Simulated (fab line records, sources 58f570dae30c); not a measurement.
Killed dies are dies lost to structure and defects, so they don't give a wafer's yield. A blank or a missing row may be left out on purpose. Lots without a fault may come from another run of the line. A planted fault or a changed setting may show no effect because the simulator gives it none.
fab line records | flow berkeley_cmos170
record lots=5 wafers=23
route steps=331 shown CONTACT@234 M1@238 V2@299 M3@322
start_h: hours from the record's first day to the start of the lot's first wafer shown | wait_h: hours since the lot's step before | " the same as in the row above | L1.1+2: a row that stands for several wafers | - no value, or no start given | * or withheld: withheld | < > ~ a bound
route shown NAME@n: a module of which the file shows steps, and the number in the route of the first | usual: mean/standard deviation of fault-free wafers | same: alike in all rows | chamber/n: place in a boat | sites: the reading at each site | _std_site: their standard deviation | _edge_site: outer sites' mean less inner sites' | radius_mm: how far each site lies from the wafer's centre | mask NAME#n: copy n | behind: the tool/chamber that last shaped the wafer | hold: why the lot was held/for how many hours/how that ended | device: the transistor (n, p or np) that didn't switch | end of line: the same wafers' tests at the end of the route | a step without rows: its recipe alone | killed: dies lost to structure and defects at the first sort, not the wafer's yield | map: a wafer's dies, x killed, . not, _ none there
set.NAME: the setting as run; set.NAME@STEP: as run at that earlier step | model.NAME: the simulator's own value behind a step, which no gauge read
lots whose settings were changed on purpose; a table a step, a row a wafer
## steps
# step UCB170_CONTACT_ETCH_18
# recipe chemistry=CHF3/CF4/Ar target=PSG stop_on=TiSi2 CHF3_flow_sccm=45 cf4_flow_sccm=15 Ar_flow_sccm=150 pressure_mtorr=200 rf_w=700 target_depth_a=8400 over_etch_frac=0.2 time_s=195
# columns lot.wafer tool chamber start_h wait_h set.time_s model.KrF_of_CONTACT_COAT_10.thk_nm
L074.2 rie_diel-03 2 - - 215.6 685.3
L074.3 " 1 " " 195 706.9
L074.4 " 3 " " 195 696.3
L074.5 " 3 " " 215.6 676.5
L074.6 " 2 " " 195 708
L075.1 rie_diel-04 3 - - 195 703.5
L075.2 " 2 " " 216.7 680.6
L075.3 " 1 " " 216.7 683
L075.4 " 0 " " 195 702.7
L075.5 " 3 " " 195 699.3
L078.2 rie_diel-04 0 - - 166.6 733.1
L078.3 " 1 " " 195 701.9
L078.4 " 2 " " 195 699.2
L078.5 " 0 " " 195 700.3
L078.6 " 1 " " 166.6 728
L085.3 rie_diel-01 0 - - 195 712.1
L085.4 " 3 " " 195 707.8
L085.5 " 3 " " 195 709.2
L084.1 rie_diel-01 3 - - 174.8 722.8
L084.3 " 2 " " 174.8 723.9
L084.4 " 1 " " 195 698.3
L084.5 " 1 " " 195 698.5
L084.6 " 0 " " 195 703
# step UCB170_M1_SPUTTER_00
# recipe material=Al target_thk_nm=600 time_s=80 power_w=6000 chamber_pressure_pa=0.5
# columns lot.wafer tool chamber start_h wait_h set.power_w model.Al_of_M1_SPUTTER_00.thk_nm
L074.2 pvd_sputter-02 - 145.73 0.0 6408 643.9
L074.3 " - " " 6408 640.6
L074.4 " - " " 6408 654.4
L074.5 " - " " 6000 599
L074.6 " - " " 6000 603.9
L075.1 pvd_sputter-01 - 150.24 0.0 5644 570.4
L075.2 " - " " 6000 593.1
L075.3 " - " " 5644 564.8
L075.4 " - " " 6000 598.2
L075.5 " - " " 5644 566.3
L078.2 pvd_sputter-01 - 163.31 0.0 6000 598.5
L078.3 " - " " 6000 597.5
L078.4 " - " " 6000 597
L078.5 " - " " 6000 600.5
L078.6 " - " " 6000 596.4
L085.3 pvd_sputter-01 - 185.91 0.0 6000 596.7
L085.4 " - " " 6000 596.3
L085.5 " - " " 6000 594.5
L084.1 pvd_sputter-01 - 188.38 0.0 6000 600.5
L084.3 " - " " 6000 606.1
L084.4+6 " - " " 6536 653.7
L084.5 " - " " 6000 601.1
# step UCB170_M1_RS_MEAS_01
# recipe thk_meas_gauge=four-point-probe reads=Al_of_M1_SPUTTER_00
# usual M1_AL_RS=0.0486/0.00047
# columns lot.wafer tool chamber start_h wait_h set.power_w@M1_SPUTTER_00 M1_AL_RS[ohm/sq]
L074.2 film_metro-04 - 145.81 0.1 6408 0.0451
L074.3 " - " " 6408 0.0454
L074.4 " - " " 6408 0.0444
L074.5 " - " " 6000 0.0487
L074.6 " - " " 6000 0.0482
L075.1 film_metro-03 - 150.31 0.0 5644 0.0511
L075.2 " - " " 6000 0.0492
L075.3 " - " " 5644 0.0515
L075.4 " - " " 6000 0.0488
L075.5 " - " " 5644 0.0515
L078.2 film_metro-04 - 163.39 0.1 6000 0.0487
L078.3 " - " " 6000 0.0488
L078.4 " - " " 6000 0.0488
L078.5 " - " " 6000 0.0484
L078.6 " - " " 6000 0.0488
L085.3 film_metro-03 - 186.01 0.1 6000 0.0488
L085.4 " - " " 6000 0.0489
L085.5 " - " " 6000 0.0491
L084.1 film_metro-04 - 188.44 0.0 6000 0.0484
L084.3 " - " " 6000 0.0480
L084.4 " - " " 6536 0.0445
L084.5 " - " " 6000 0.0483
L084.6 " - " " 6536 0.0444
# step UCB170_M1_THK_MEAS_02
# recipe thk_meas_gauge=xrf reads=Al_of_M1_SPUTTER_00
# usual M1_AL_THK=598/5.6
# columns lot.wafer tool chamber start_h wait_h set.power_w@M1_SPUTTER_00 M1_AL_THK[nm]
L074.2 film_metro-04 - 145.92 0.1 6408 642
L074.3 " - " " 6408 635
L074.4 " - " " 6408 650
L074.5 " - " " 6000 598
L074.6 " - " " 6000 603
L075.1 film_metro-03 - 150.43 0.1 5644 571
L075.2 " - " " 6000 593
L075.3 " - " " 5644 569
L075.4 " - " " 6000 599
L075.5 " - " " 5644 568
L078.2 film_metro-04 - 163.50 0.1 6000 599
L078.3 " - " " 6000 593
L078.4 " - " " 6000 595
L078.5 " - " " 6000 595
L078.6 " - " " 6000 593
L085.3 film_metro-03 - 186.11 0.1 6000 598
L085.4 " - " " 6000 594
L085.5 " - " " 6000 593
L084.1 film_metro-04 - 188.56 0.1 6000 596
L084.3 " - " " 6000 607
L084.4 " - " " 6536 655
L084.5 " - " " 6000 598
L084.6 " - " " 6536 648
# step UCB170_V2_COAT_07
# recipe resist=KrF spin_rpm=1500 resist_thk_nm=900
# columns lot.wafer tool chamber start_h wait_h set.resist_thk_nm model.KrF_of_V2_COAT_07.thk_nm
L075.1 litho_track-04 0 161.74 0.1 900 897.7
L075.2 " 0 " " 917.4 917.4
L075.3 " 0 " " 900 898.2
L075.4 " 0 " " 917.4 917.1
L075.5 " 0 " " 917.4 914.4
L074.2 litho_track-01 0 162.16 0.1 900 900.1
L074.3 " 0 " " 900 899.6
L074.4 " 0 " " 900 902
L074.5 " 0 " " 872.8 874.4
L074.6 " 0 " " 872.8 874.1
L078.2 litho_track-02 0 175.40 0.1 900 900.3
L078.3 " 0 " " 880.4 880.9
L078.4 " 0 " " 900 900.4
L078.5 " 0 " " 880.4 884
L078.6 " 0 " " 880.4 881.3
L085.3 litho_track-01 0 200.75 0.1 900 899.1
L085.4 " 0 " " 900 899
L085.5 " 0 " " 900 899.6
L084.1 litho_track-01 0 201.87 0.1 945.6 948.8
L084.3 " 0 " " 900 900.6
L084.4 " 0 " " 900 897.4
L084.5 " 0 " " 945.6 946.6
L084.6 " 0 " " 945.6 947
# step UCB170_V2_PEB_10
# recipe peb_temp_c=130 peb_time_s=withheld resist=KrF
# columns lot.wafer tool chamber start_h wait_h set.peb_temp_c
L075.1+2+3 litho_track-02 0 162.42 0.4 127.8
L075.4+5 " 0 " " 130
L074.2+5+6 litho_track-04 0 162.62 0.1 131.7
L074.3+4 " 0 " " 130
L078.2+3 litho_track-04 0 175.99 0.2 131.4
L078.4+5+6 " 0 " " 130
L085.3+4+5 litho_track-01 0 201.29 0.1 130
L084.1+4 litho_track-04 0 202.29 0.1 132.6
L084.3+5+6 " 0 " " 130
# step UCB170_V2_DEVELOP_11
# recipe developer=TMAH develop_time_s=45 resist=KrF dev_temp_c=21
# step UCB170_V2_CD_MEAS_12
# recipe target_cd_nm=700
# usual cd_nm=700.1/1.2
# columns lot.wafer tool chamber start_h wait_h set.peb_temp_c@V2_PEB_10 cd_nm
L075.1 cd_sem-01 - 162.70 - 127.8 683.6
L075.2 " - " " 127.8 682.9
L075.3 " - " " 127.8 683.1
L075.4 " - " " 130 698.7
L075.5 " - " " 130 698.7
L074.2 cd_sem-02 - 162.89 - 131.7 708.8
L074.3 " - " " 130 698.1
L074.4 " - " " 130 699.0
L074.5 " - " " 131.7 709.5
L074.6 " - " " 131.7 710.3
L078.2 cd_sem-02 - 176.29 - 131.4 711.0
L078.3 " - " " 131.4 711.6
L078.4 " - " " 130 701.7
L078.5 " - " " 130 704.4
L078.6 " - " " 130 703.8
L085.3 cd_sem-01 - 201.56 - 130 698.8
L085.4 " - " " 130 698.4
L085.5 " - " " 130 698.2
L084.1 cd_sem-02 - 202.56 - 132.6 713.5
L084.3 " - " " 130 699.4
L084.4 " - " " 132.6 715.6
L084.5 " - " " 130 699.3
L084.6 " - " " 130 699.0
# step UCB170_V2_ETCH_14
# recipe chemistry=CHF3/CF4/Ar target=SiO2 stop_on=Al CHF3_flow_sccm=45 cf4_flow_sccm=15 Ar_flow_sccm=150 pressure_mtorr=200 rf_w=700 target_depth_a=12500 over_etch_frac=0.25 time_s=291
# columns lot.wafer tool chamber start_h wait_h set.peb_temp_c@V2_PEB_10 model.V2.cd_nm
L075.1 rie_diel-03 2 162.85 0.0 127.8 683.8
L075.2 " 0 " " 127.8 683.5
L075.3 " 0 " " 127.8 683.3
L075.4 " 2 " " 130 698.8
L075.5 " 0 " " 130 699
L074.2 rie_diel-04 0 163.02 0.0 131.7 708.4
L074.3 " 1 " " 130 699.5
L074.4 " 3 " " 130 698.7
L074.5 " 2 " " 131.7 710
L074.6 " 3 " " 131.7 710.6
L078.2 rie_diel-03 2 176.43 0.0 131.4 710.3
L078.3 " 1 " " 131.4 712.6
L078.4 " 0 " " 130 701.2
L078.5 " 3 " " 130 704.5
L078.6 " 0 " " 130 704.3
L085.3 rie_diel-04 2 201.68 0.0 130 698.2
L085.4 " 1 " " 130 699
L085.5 " 1 " " 130 699.2
L084.1 rie_diel-01 3 202.72 0.0 132.6 713.9
L084.3 " 1 " " 130 699.9
L084.4 " 0 " " 132.6 715.4
L084.5 " 2 " " 130 699.7
L084.6 " 1 " " 130 699
# step UCB170_V2_STRIP_15
# recipe chemistry=O2 power_w=400 pressure_mtorr=3500 platen_temp_c=withheld o2_flow_sccm=400 overash_fraction=0.5
# usual strip_time_to_endpoint_s=15.38/0.11
# columns lot.wafer tool chamber start_h wait_h set.resist_thk_nm@V2_COAT_07 strip_time_to_endpoint_s
L075.1 plasma_asher-04 0 163.12 0.2 900 15.40
L075.2 " 1 " " 917.4 15.79
L075.3 " 1 " " 900 15.32
L075.4 " 0 " " 917.4 15.89
L075.5 " 0 " " 917.4 15.74
L074.2 plasma_asher-03 1 163.20 0.1 900 15.34
L074.3 " 0 " " 900 15.35
L074.4 " 1 " " 900 15.31
L074.5 " 1 " " 872.8 14.68
L074.6 " 0 " " 872.8 14.69
L078.2 plasma_asher-04 0 176.61 0.1 900 15.47
L078.3 " 0 " " 880.4 15.00
L078.4 " 1 " " 900 15.40
L078.5 " 1 " " 880.4 14.74
L078.6 " 0 " " 880.4 14.95
L085.3 plasma_asher-01 0 201.89 0.1 900 15.30
L085.4 " 1 " " 900 15.34
L085.5 " 0 " " 900 15.35
L084.1 plasma_asher-03 1 202.90 0.1 945.6 16.43
L084.3 " 1 " " 900 15.21
L084.4 " 0 " " 900 15.39
L084.5 " 0 " " 945.6 16.29
L084.6 " 1 " " 945.6 16.23
# step UCB170_V2_CD_MEAS_90
# recipe target_cd_nm=700
# usual cd_nm=700.2/1.2
# columns lot.wafer tool chamber start_h wait_h set.peb_temp_c@V2_PEB_10 cd_nm
L075.1 cd_sem-01 - 163.22 0.1 127.8 683.8
L075.2 " - " " 127.8 683.6
L075.3 " - " " 127.8 683.3
L075.4 " - " " 130 698.4
L075.5 " - " " 130 699.0
L074.2 cd_sem-02 - 163.32 0.1 131.7 708.5
L074.3 " - " " 130 699.6
L074.4 " - " " 130 698.8
L074.5 " - " " 131.7 710.2
L074.6 " - " " 131.7 710.4
L078.2 cd_sem-01 - 176.73 0.1 131.4 710.4
L078.3 " - " " 131.4 712.7
L078.4 " - " " 130 701.3
L078.5 " - " " 130 704.7
L078.6 " - " " 130 704.4
L085.3 cd_sem-02 - 201.99 0.1 130 698.5
L085.4 " - " " 130 699.0
L085.5 " - " " 130 699.2
L084.1 cd_sem-01 - 203.00 0.1 132.6 713.8
L084.3 " - " " 130 699.8
L084.4 " - " " 132.6 715.7
L084.5 " - " " 130 699.3
L084.6 " - " " 130 698.8
# step UCB170_M3_PEB_13
# recipe peb_temp_c=130 peb_time_s=withheld resist=KrF
# columns lot.wafer tool chamber start_h wait_h set.peb_temp_c
L075.1+2+5 litho_track-01 0 165.90 0.7 131.7
L075.3+4 " 0 " " 130
L074.2+3 litho_track-01 0 166.20 0.5 130
L074.4+5+6 " 0 " " 126.6
L078.2+3+4+5+6 litho_track-03 0 179.98 0.5 130
L085.3+4+5 litho_track-01 0 203.88 0.1 130
L084.1+3+5 litho_track-03 0 205.07 0.3 127.4
L084.4+6 " 0 " " 130
# step UCB170_M3_DEVELOP_14
# recipe developer=TMAH develop_time_s=45 resist=KrF dev_temp_c=21
# step UCB170_M3_CD_MEAS_15
# recipe target_cd_nm=700
# usual cd_nm=700.6/1.7
# columns lot.wafer tool chamber start_h wait_h set.peb_temp_c@M3_PEB_13 cd_nm
L075.1 cd_sem-02 - 166.18 - 131.7 690.0
L075.2 " - " " 131.7 690.5
L075.3 " - " " 130 700.5
L075.4 " - " " 130 700.8
L075.5 " - " " 131.7 688.9
L074.2 cd_sem-01 - 166.47 - 130 699.9
L074.3 " - " " 130 698.9
L074.4 " - " " 126.6 726.3
L074.5 " - " " 126.6 726.9
L074.6 " - " " 126.6 727.6
L078.2 cd_sem-01 - 180.25 - 130 699.7
L078.3 " - " " 130 698.4
L078.4 " - " " 130 699.3
L078.5 " - " " 130 699.2
L078.6 " - " " 130 697.9
L085.3 cd_sem-02 - 204.14 - 130 700.1
L085.4 " - " " 130 701.8
L085.5 " - " " 130 700.8
L084.1 cd_sem-02 - 205.35 - 127.4 715.8
L084.3 " - " " 127.4 718.2
L084.4 " - " " 130 698.5
L084.5 " - " " 127.4 716.7
L084.6 " - " " 130 698.3
# step UCB170_M3_ETCH_17
# recipe chemistry=N2/H2 target_depth_a=withheld overetch_a=withheld target=BARC time_s=withheld source_w=500 bias_w=100 pressure_mtorr=30 n2_flow_sccm=100 h2_flow_sccm=200
# columns lot.wafer tool chamber start_h wait_h set.peb_temp_c@M3_PEB_13 model.M3.cd_nm
L075.1 rie_diel-02 0 166.33 0.0 131.7 689.6
L075.2 " 3 " " 131.7 690.4
L075.3 " 1 " " 130 700
L075.4 " 2 " " 130 701
L075.5 " 3 " " 131.7 688.9
L074.2 rie_diel-04 0 166.61 0.0 130 700.6
L074.3 " 1 " " 130 698.4
L074.4 " 2 " " 126.6 725.9
L074.5 " 0 " " 126.6 727.7
L074.6 " 1 " " 126.6 727.3
L078.2 rie_diel-04 2 180.38 0.0 130 699.7
L078.3 " 0 " " 130 700.2
L078.4 " 1 " " 130 699.3
L078.5 " 3 " " 130 699.4
L078.6 " 0 " " 130 699.2
L085.3 rie_diel-04 2 204.26 0.0 130 700.2
L085.4 " 1 " " 130 700.9
L085.5 " 0 " " 130 701.3
L084.1 rie_diel-01 3 205.50 0.0 127.4 715.4
L084.3 " 1 " " 127.4 718.3
L084.4 " 0 " " 130 698.6
L084.5 " 2 " " 127.4 716.8
L084.6 " 1 " " 130 698.8
# step UCB170_M3_METAL_ETCH_18
# recipe chemistry=Cl2/BCl3 target=Al stop_on=SiO2 pressure_mtorr=12 target_depth_a=11700 over_etch_frac=0.3 time_s=195 icp_w=600 bias_w=120 Cl2_flow_sccm=90 bcl3_flow_sccm=45
# columns lot.wafer tool chamber start_h wait_h set.time_s set.peb_temp_c@M3_PEB_13 model.KrF_of_M3_COAT_10.thk_nm model.M3.cd_nm model.SiO2_of_V2_CVD_00.thk_nm
L075.1 rie_metal-04 0 166.38 - 195 131.7 197.8 692 937.4
L075.2 " 0 " " 195 131.7 188.6 692.3 937.9
L075.3 " 0 " " 195 130 197.5 701.5 938.7
L075.4 " 0 " " 195 130 195.6 703.2 937
L075.5 " 0 " " 195 131.7 195 689 936.5
L074.2 rie_metal-02 1 166.65 - 217.2 130 132 700.6 933.6
L074.3 " 1 " " 195 130 216.7 701.8 938.6
L074.4 " 0 " " 217.2 126.6 141 723.7 930.7
L074.5 " 0 " " 195 126.6 213 730.5 938
L074.6 " 1 " " 195 126.6 211.7 729.8 938.7
L078.2 rie_metal-04 0 180.51 - 187.1 130 231.7 699.1 941.4
L078.3 " 0 " " 187.1 130 232.6 699.1 941.1
L078.4 " 0 " " 187.1 130 228.3 698.2 941.1
L078.5 " 0 " " 195 130 205.3 695.1 937.8
L078.6 " 0 " " 195 130 209.4 694.5 937.2
L085.3 rie_metal-03 1 204.36 - 195 130 208.8 704.9 937.1
L085.4 " 0 " " 195 130 221 695.6 936.7
L085.5 " 1 " " 195 130 209.1 703.3 936.9
L084.1 rie_metal-02 0 205.55 - 195 127.4 203.2 720 939.5
L084.3 " 0 " " 205.4 127.4 180 719.4 935.1
L084.4 " 0 " " 205.4 130 176.3 700.1 934.9
L084.5 " 0 " " 205.4 127.4 176.2 718.6 934.6
L084.6 " 0 " " 195 130 213.8 702.4 939.6
# step UCB170_M3_STRIP_19
# recipe chemistry=O2 power_w=400 pressure_mtorr=3500 platen_temp_c=withheld o2_flow_sccm=400 overash_fraction=0.5
# usual oes_product_au=0.542/0.0094
# columns lot.wafer tool chamber start_h wait_h set.time_s@M3_METAL_ETCH_18 oes_product_au
L075.1 plasma_asher-03 0 166.75 0.3 195 0.525
L075.2 " 1 " " 195 0.519
L075.3 " 1 " " 195 0.531
L075.4 " 0 " " 195 0.531
L075.5 " 0 " " 195 0.524
L074.2 plasma_asher-02 0 166.84 0.1 217.2 0.469
L074.3 " 1 " " 195 0.547
L074.4 " 0 " " 217.2 0.464
L074.5 " 0 " " 195 0.534
L074.6 " 1 " " 195 0.548
L078.2 plasma_asher-01 0 180.93 0.3 187.1 0.562
L078.3 " 1 " " 187.1 0.567
L078.4 " 0 " " 187.1 0.560
L078.5 " 1 " " 195 0.542
L078.6 " 0 " " 195 0.547
L085.3 plasma_asher-02 0 204.52 0.1 195 0.547
L085.4 " 1 " " 195 0.549
L085.5 " 1 " " 195 0.534
L084.1 plasma_asher-01 0 205.92 0.3 195 0.533
L084.3 " 0 " " 205.4 0.505
L084.4 " 1 " " 205.4 0.505
L084.5 " 0 " " 205.4 0.498
L084.6 " 1 " " 195 0.548
# step UCB170_M3_CD_MEAS_90
# recipe target_cd_nm=700
# usual cd_nm=702/4
# columns lot.wafer tool chamber start_h wait_h set.peb_temp_c@M3_PEB_13 cd_nm
L075.1 cd_sem-01 - 166.85 0.1 131.7 692
L075.2 " - " " 131.7 692
L075.3 " - " " 130 701
L075.4 " - " " 130 703
L075.5 " - " " 131.7 689
L074.2 cd_sem-02 - 166.97 0.1 130 701
L074.3 " - " " 130 702
L074.4 " - " " 126.6 724
L074.5 " - " " 126.6 730
L074.6 " - " " 126.6 730
L078.2 cd_sem-01 - 181.05 0.1 130 699
L078.3 " - " " 130 699
L078.4 " - " " 130 698
L078.5 " - " " 130 695
L078.6 " - " " 130 694
L085.3 cd_sem-01 - 204.63 0.1 130 705
L085.4 " - " " 130 696
L085.5 " - " " 130 703
L084.1 cd_sem-02 - 206.02 0.1 127.4 720
L084.3 " - " " 127.4 719
L084.4 " - " " 130 700
L084.5 " - " " 127.4 719
L084.6 " - " " 130 702
## key
split step=UCB170_CONTACT_ETCH_18 setting=time_s stated=195 by=wafer
response step=UCB170_CONTACT_ETCH_18 reading=model.KrF_of_CONTACT_COAT_10.thk_nm change=-2.07 per=1% r=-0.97
split step=UCB170_M1_SPUTTER_00 setting=power_w stated=6000 by=wafer
response step=UCB170_M1_SPUTTER_00 reading=model.Al_of_M1_SPUTTER_00.thk_nm change=+5.77 per=1% r=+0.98
response step=UCB170_M1_RS_MEAS_01 reading=M1_AL_RS change=-0.000441 per=1% r=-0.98
response step=UCB170_M1_THK_MEAS_02 reading=M1_AL_THK change=+5.59 per=1% r=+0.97
split step=UCB170_V2_COAT_07 setting=resist_thk_nm stated=900 by=wafer
response step=UCB170_V2_COAT_07 reading=model.KrF_of_V2_COAT_07.thk_nm change=+9.25 per=1% r=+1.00
response step=UCB170_V2_STRIP_15 reading=strip_time_to_endpoint_s change=* per=1% r=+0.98
split step=UCB170_V2_PEB_10 setting=peb_temp_c stated=130 by=wafer
response step=UCB170_V2_CD_MEAS_12 reading=cd_nm change=+8.2 per=1% r=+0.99
response step=UCB170_V2_ETCH_14 reading=model.V2.cd_nm change=+8.1 per=1% r=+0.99
response step=UCB170_V2_CD_MEAS_90 reading=cd_nm change=+8.12 per=1% r=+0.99
split step=UCB170_M3_PEB_13 setting=peb_temp_c stated=130 by=wafer
response step=UCB170_M3_CD_MEAS_15 reading=cd_nm change=-9.83 per=1% r=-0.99
response step=UCB170_M3_ETCH_17 reading=model.M3.cd_nm change=-9.75 per=1% r=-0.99
response step=UCB170_M3_METAL_ETCH_18 reading=model.M3.cd_nm change=-9.64 per=1% r=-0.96
response step=UCB170_M3_CD_MEAS_90 reading=cd_nm change=-9.62 per=1% r=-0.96
split step=UCB170_M3_METAL_ETCH_18 setting=time_s stated=195 by=wafer
response step=UCB170_M3_METAL_ETCH_18 reading=model.KrF_of_M3_COAT_10.thk_nm change=-6.54 per=1% r=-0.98
response step=UCB170_M3_METAL_ETCH_18 reading=model.SiO2_of_V2_CVD_00.thk_nm change=-0.638 per=1% r=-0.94
response step=UCB170_M3_STRIP_19 reading=oes_product_au change=-0.0066 per=1% r=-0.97
